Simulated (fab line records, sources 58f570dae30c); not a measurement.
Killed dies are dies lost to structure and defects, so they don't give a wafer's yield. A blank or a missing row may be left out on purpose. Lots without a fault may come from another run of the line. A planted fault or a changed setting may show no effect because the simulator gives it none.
fab line records | flow berkeley_cmos170
record lots=14 wafers=38 last_day=12
route steps=331 shown GATE@141 PLDD@151 NLDD@209 V1@254
lots that met no fault: from a run of the same line without faults
start_h: hours from the record's first day to the start of the lot's first wafer shown | wait_h: hours since the lot's step before | " the same as in the row above | L1.1+2: a row that stands for several wafers | - no value, or no start given | * or withheld: withheld | < > ~ a bound
route shown NAME@n: a module of which the file shows steps, and the number in the route of the first | usual: mean/standard deviation of fault-free wafers | same: alike in all rows | chamber/n: place in a boat | sites: the reading at each site | _std_site: their standard deviation | _edge_site: outer sites' mean less inner sites' | radius_mm: how far each site lies from the wafer's centre | mask NAME#n: copy n | behind: the tool/chamber that last shaped the wafer | hold: why the lot was held/for how many hours/how that ended | device: the transistor (n, p or np) that didn't switch | end of line: the same wafers' tests at the end of the route | a step without rows: its recipe alone | killed: dies lost to structure and defects at the first sort, not the wafer's yield | map: a wafer's dies, x killed, . not, _ none there
set.NAME: the setting as run; set.NAME@STEP: as run at that earlier step | model.NAME: the simulator's own value behind a step, which no gauge read
steps of the route over a sample of lots; a table a step, a row a wafer
services: from which hour (start_h, from the record's first day; less than 0 if before it) a tool's chamber was out of use, for how many hours, and why
## steps
# step UCB170_GATE_ETCH_15
# recipe chemistry=HBr/Cl2 target=poly-Si stop_on=SiO2 over_etch_frac=0.3 icp_w=300 bias_w=150 time_s=56.3 pressure_mtorr=15 HBr_flow_sccm=150 Cl2_flow_sccm=50 target_depth_a=2782
# usual chamber_pressure_mTorr=15.003/0.015 drypump_motor_current_A=5.87/0.25 oes_product_au=0.836/0.011 rf_fwd_power_W=297.3/1.2 throttle_valve_pct=26.47/0.2
# columns lot.wafer tool chamber start_h wait_h chamber_pressure_mTorr drypump_motor_current_A oes_product_au rf_fwd_power_W rf_hours_counter_h throttle_valve_pct
L405.1 rie_si-02 1 126.54 - 15.013 5.87 0.834 296.6 93 26.31
L405.2 " 3 " " 14.991 6.15 0.852 295.9 0 26.34
L405.6 " 0 " " 15.000 5.65 0.825 296.8 - 26.39
L406.1 rie_si-01 3 135.45 - 15.008 6.35 0.835 295.8 40 26.25
L406.2 " 1 " " 14.995 5.58 0.847 295.3 28 26.50
L406.6 " 0 " " 15.009 5.72 0.827 297.3 - 26.38
L407.1 rie_si-02 3 143.79 - 14.998 6.11 0.834 295.4 0 26.35
L407.3 " 0 " " 14.988 5.70 0.828 297.7 1 26.40
L407.6 " 0 " " 14.982 5.67 0.830 296.1 - 26.40
L410.1 rie_si-02 2 150.97 - 14.991 5.71 0.839 298.2 0 26.76
L410.3 " 3 " " 15.023 6.13 0.849 295.6 0 26.34
L410.4 " 1 " " 15.004 5.86 0.826 298.1 93 26.29
L409.3 rie_si-01 1 151.21 - 15.004 5.58 0.844 295.3 28 26.51
L409.5 " 1 " " 15.012 5.54 0.840 295.7 - 26.52
L409.6 " 2 " " 15.003 5.97 0.835 297.6 - 26.79
L411.2 rie_si-02 3 168.46 - 14.965 6.15 0.853 296.4 0 26.35
L411.4 " 1 " " 15.022 5.87 0.831 299.1 93 26.29
L411.5 " 3 " " 14.999 6.12 0.858 294.4 - 26.35
L415.3 rie_si-01 2 173.68 - 15.015 6.03 0.849 298.8 71 26.79
L415.5 " 3 " " 14.983 6.32 0.850 295.5 - 26.24
L415.6 " 2 " " 14.989 5.96 0.853 299.2 - 26.79
L414.2 rie_si-01 1 173.95 - 15.009 5.57 0.845 297.7 28 26.49
L414.3 " 0 " " 15.005 5.72 0.817 299.3 23 26.38
L414.4 " 3 " " 14.995 6.34 0.844 296.3 41 26.24
L419.1 rie_si-01 3 207.91 - 14.998 6.38 0.833 295.2 41 26.25
L419.5 " 1 " " 15.005 5.60 0.852 295.9 - 26.49
L419.6 " 0 " " 15.014 5.71 0.830 296.6 - 26.38
L421.3 rie_si-01 2 212.74 - 15.023 6.03 0.847 300.0 71 26.80
L425.3 rie_si-02 1 227.81 - 14.969 5.88 0.822 296.9 94 26.29
L425.5 " 1 " " 14.988 5.85 0.832 298.2 - 26.29
L425.6 " 2 " " 14.984 5.69 0.833 298.1 - 26.77
L423.3 rie_si-01 2 227.87 - 15.011 6.04 0.847 297.1 71 26.80
L424.2 rie_si-02 0 228.14 - 15.002 5.69 0.832 297.4 1 26.39
L424.3 " 2 " " 14.997 5.71 0.839 298.3 1 26.77
L424.5 " 0 " " 15.009 5.69 0.838 297.0 - 26.39
L426.3 rie_si-01 3 234.60 - 14.997 6.37 0.838 296.9 41 26.24
L426.5 " 3 " " 14.994 6.37 0.833 295.6 - 26.24
L426.6 " 0 " " 15.003 5.70 0.815 297.7 - 26.37
# step UCB170_PLDD_CD_MEAS_06
# recipe target_cd_nm=1200
# usual cd_nm=1200.0/1.5
# columns lot.wafer tool chamber start_h wait_h cd_nm
L405.1 cd_sem-02 - 128.34 - 1201.8
L405.2 " - " " 1199.5
L405.6 " - " " 1201.6
L406.1 cd_sem-02 - 137.33 - 1199.8
L406.2 " - " " 1200.9
L406.6 " - " " 1200.1
L407.1 cd_sem-02 - 145.51 - 1199.5
L407.3 " - " " 1199.7
L407.6 " - " " 1200.0
L410.1 cd_sem-01 - 152.72 - 1198.5
L410.3 " - " " 1198.3
L410.4 " - " " 1199.1
L409.3 cd_sem-02 - 153.04 - 1200.6
L409.5 " - " " 1201.1
L409.6 " - " " 1199.9
L411.2 cd_sem-02 - 169.77 - 1198.4
L411.4 " - " " 1198.1
L411.5 " - " " 1197.6
L415.3 cd_sem-02 - 175.21 - 1199.1
L415.5 " - " " 1200.0
L415.6 " - " " 1199.0
L414.2 cd_sem-02 - 175.78 - 1199.8
L414.3 " - " " 1200.1
L414.4 " - " " 1199.8
L419.1 cd_sem-02 - 209.65 - 1199.5
L419.5 " - " " 1199.7
L419.6 " - " " 1199.2
L421.3 cd_sem-01 - 214.37 - 1201.6
L425.3 cd_sem-01 - 229.52 - 1200.2
L425.5 " - " " 1200.3
L425.6 " - " " 1200.1
L423.3 cd_sem-02 - 229.52 - 1202.0
L424.2 cd_sem-01 - 229.78 - 1198.5
L424.3 " - " " 1200.5
L424.5 " - " " 1199.6
L426.3 cd_sem-02 - 236.05 - 1203.1
L426.5 " - " " 1203.2
L426.6 " - " " 1204.3
# step UCB170_SDANNEAL_RS_MEAS_05
# recipe thk_meas_gauge=four-point-probe
# usual NLDD_RS=615.7/1.6
# columns lot.wafer tool chamber start_h wait_h NLDD_RS[ohm/sq]
L405.1 film_metro-02 - 141.16 0.1 617.5
L405.2 " - " " 616.2
L405.6 " - " " 616.9
L406.1 film_metro-03 - 149.13 0.1 615.3
L406.2 " - " " 615.9
L406.6 " - " " 614.8
L407.1 film_metro-03 - 159.03 0.1 614.8
L407.3 " - " " 615.3
L407.6 " - " " 615.7
L410.1 film_metro-01 - 166.01 0.1 616.3
L410.3 " - " " 616.5
L410.4 " - " " 618.9
L409.3 film_metro-02 - 166.44 0.1 616.2
L409.5 " - " " 614.6
L409.6 " - " " 613.4
L411.2 film_metro-01 - 182.02 0.1 616.1
L411.4 " - " " 614.4
L411.5 " - " " 614.3
L415.3 film_metro-02 - 186.32 0.1 616.0
L415.5 " - " " 616.9
L415.6 " - " " 615.6
L414.2 film_metro-03 - 187.12 0.1 613.8
L414.3 " - " " 614.7
L414.4 " - " " 613.9
L419.1 film_metro-01 - 220.77 0.1 614.8
L419.5 " - " " 614.9
L419.6 " - " " 613.4
L421.3 film_metro-02 - 226.38 0.1 616.7
L425.3 film_metro-03 - 242.31 0.1 615.3
L425.5 " - " " 614.3
L425.6 " - " " 614.8
L423.3 film_metro-02 - 242.52 0.1 617.4
L424.2 film_metro-01 - 242.62 0.1 617.6
L424.3 " - " " 616.2
L424.5 " - " " 617.8
L426.3 film_metro-03 - 247.34 0.1 617.6
L426.5 " - " " 618.6
L426.6 " - " " 618.1
# step UCB170_V1_CVD_00
# recipe material=SiO2 target_thk_nm=2000 temp_c=390 precursor=TEOS/O2 time_s=250 rf_w=550 pressure_mtorr=9000
# usual heater_power_w=282/67 rf_fwd_power_W=548.2/1.7
# columns lot.wafer tool chamber start_h wait_h heater_power_w rf_fwd_power_W
L405.1 pecvd-04 1 153.50 0.0 278 548.6
L405.2 " 0 " " 325 549.5
L405.6 " 1 " " 340 547.4
L406.1 pecvd-01 0 161.39 0.0 226 545.4
L406.2 " 2 " " 406 548.7
L406.6 " 2 " " 294 550.4
L407.1 pecvd-01 2 171.66 0.0 317 547.4
L407.3 " 1 " " 257 547.3
L407.6 " 1 " " 301 545.8
L409.3 pecvd-04 2 178.35 0.0 266 547.0
L409.5 " 2 " " 209 546.1
L409.6 " 1 " " 258 551.3
L410.1 pecvd-01 1 178.35 0.0 277 547.9
L410.3 " 0 " " 209 547.1
L410.4 " 2 " " 295 549.5
L411.2 pecvd-01 1 193.00 0.0 292 548.5
L411.4 " 0 " " 169 550.6
L411.5 " 1 " " 224 548.3
L415.3 pecvd-04 0 196.64 0.0 395 548.6
L415.5 " 1 " " 336 550.0
L415.6 " 2 " " 206 546.3
L414.2 pecvd-03 1 199.47 0.0 363 548.3
L414.3 " 2 " " 183 545.8
L414.4 " 2 " " 238 545.9
L419.1 pecvd-04 2 232.09 0.0 267 545.4
L419.5 " 0 " " 394 548.5
L419.6 " 1 " " 252 549.1
L421.3 pecvd-01 0 237.60 0.0 228 551.7
L423.3 pecvd-01 0 256.43 0.0 204 547.8
L424.2 pecvd-04 1 256.43 0.0 347 551.1
L424.3 " 0 " " 344 545.4
L424.5 " 0 " " 278 545.0
L425.3 pecvd-03 1 256.43 0.0 387 547.9
L425.5 " 2 " " 167 550.1
L425.6 " 0 " " 235 545.7
L426.3 pecvd-04 2 260.71 0.0 256 547.5
L426.5 " 1 " " 255 548.2
L426.6 " 0 " " 292 548.7
# step UCB170_V1_THK_MEAS_01
# recipe reads=SiO2_of_V1_CVD_00
# usual V1_TEOS_THK=1995/27
# columns lot.wafer tool chamber start_h wait_h V1_TEOS_THK[nm]
L405.1 film_metro-03 - 153.65 0.1 2001
L405.2 " - " " 1990
L405.6 " - " " 2016
L406.1 film_metro-02 - 161.54 0.1 1977
L406.2 " - " " 1966
L406.6 " - " " 2011
L407.1 film_metro-03 - 171.82 0.1 1969
L407.3 " - " " 1950
L407.6 " - " " 1982
L410.1 film_metro-02 - 178.50 0.1 1953
L410.3 " - " " 1957
L410.4 " - " " 1990
L409.3 film_metro-04 - 178.52 0.1 1987
L409.5 " - " " 2020
L409.6 " - " " 2023
L411.2 film_metro-04 - 193.17 0.1 1976
L411.4 " - " " 2008
L411.5 " - " " 2011
L415.3 film_metro-04 - 196.81 0.1 1992
L415.5 " - " " 2046
L415.6 " - " " 1989
L414.2 film_metro-03 - 199.64 0.1 1968
L414.3 " - " " 2004
L414.4 " - " " 2024
L419.1 film_metro-04 - 232.24 0.1 1986
L419.5 " - " " 2033
L419.6 " - " " 2024
L421.3 film_metro-02 - 237.77 0.1 1446
L424.2 film_metro-02 - 256.60 0.1 1948
L424.3 " - " " 1982
L424.5 " - " " 2017
L423.3 film_metro-04 - 256.61 0.1 1398
L425.3 film_metro-03 - 256.61 0.1 1973
L425.5 " - " " 2041
L425.6 " - " " 2037
L426.3 film_metro-04 - 260.88 0.1 2013
L426.5 " - " " 2032
L426.6 " - " " 2020
## services
# columns tool chamber start_h hours kind
rie_si-02 3 103.46 - clean
rie_si-02 3 103.46 21.0 scheduled_down
rie_si-02 3 103.46 21.0 vent_cycle
pecvd-03 1 107.83 5.5 repair
pecvd-01 - 108.31 1.1 repair
pecvd-04 - 108.89 1.5 repair
pecvd-03 - 135.50 14.0 pm
pecvd-03 0 135.50 14.0 vent_cycle
pecvd-03 1 135.50 14.0 vent_cycle
pecvd-03 2 135.50 14.0 vent_cycle
pecvd-04 - 140.19 2.8 pm
pecvd-03 - 146.30 1.1 repair
pecvd-03 0 149.50 - clean
pecvd-03 1 149.50 - clean
pecvd-03 2 149.50 - clean
rie_si-01 0 150.15 7.6 repair
rie_si-01 - 188.29 2.8 pm
pecvd-04 - 192.40 1.7 repair
rie_si-02 3 204.18 17.1 repair
rie_si-01 2 222.83 4.4 repair
rie_si-02 3 227.16 14.2 repair
rie_si-02 - 234.62 2.8 pm
## key
first_sign step=UCB170_V1_THK_MEAS_01 reading=V1_TEOS_THK direction=down sigmas=21 usual=1995 struck=1422
effect none on later readings
met_at UCB170_V1_CVD_00
struck_lots L421,L423
struck_wafers L421.3,L423.3
rows_end L421.3
tester_left_out L423
loop_trim step=UCB170_GATE_EXPOSE_09 setting=dose lots=L423
not_acting_at UCB170_GATE_ETCH_15,UCB170_PLDD_CD_MEAS_06,UCB170_SDANNEAL_RS_MEAS_05
onset_between 193.00 237.60
earlier_fault kind=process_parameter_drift tool=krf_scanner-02 chamber=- onset_h=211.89 steps=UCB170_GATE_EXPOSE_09 channel=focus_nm offset=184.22 spread_by_wafer=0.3 shape=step end_h=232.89
fault kind=process_parameter_drift tool=pecvd-01 chamber=0 onset_h=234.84 steps=UCB170_V1_CVD_00 channel=target_thk_nm offset=-560.03 shape=step acts_in=these_recipes_only stated=2000
# tester_left_out: of these lots the tester's yield and bins aren't shown, on N5 and GAA mostly nor the transistor test; their killed dies are dies lost to structure and defects alone, not to doping, threshold or leakage, so they don't give the yield
# rows_end: these wafers met a further fault down the route, and their rows from its step on are left out
# loop_trim: a control loop set the setting to another value than it would have without faults
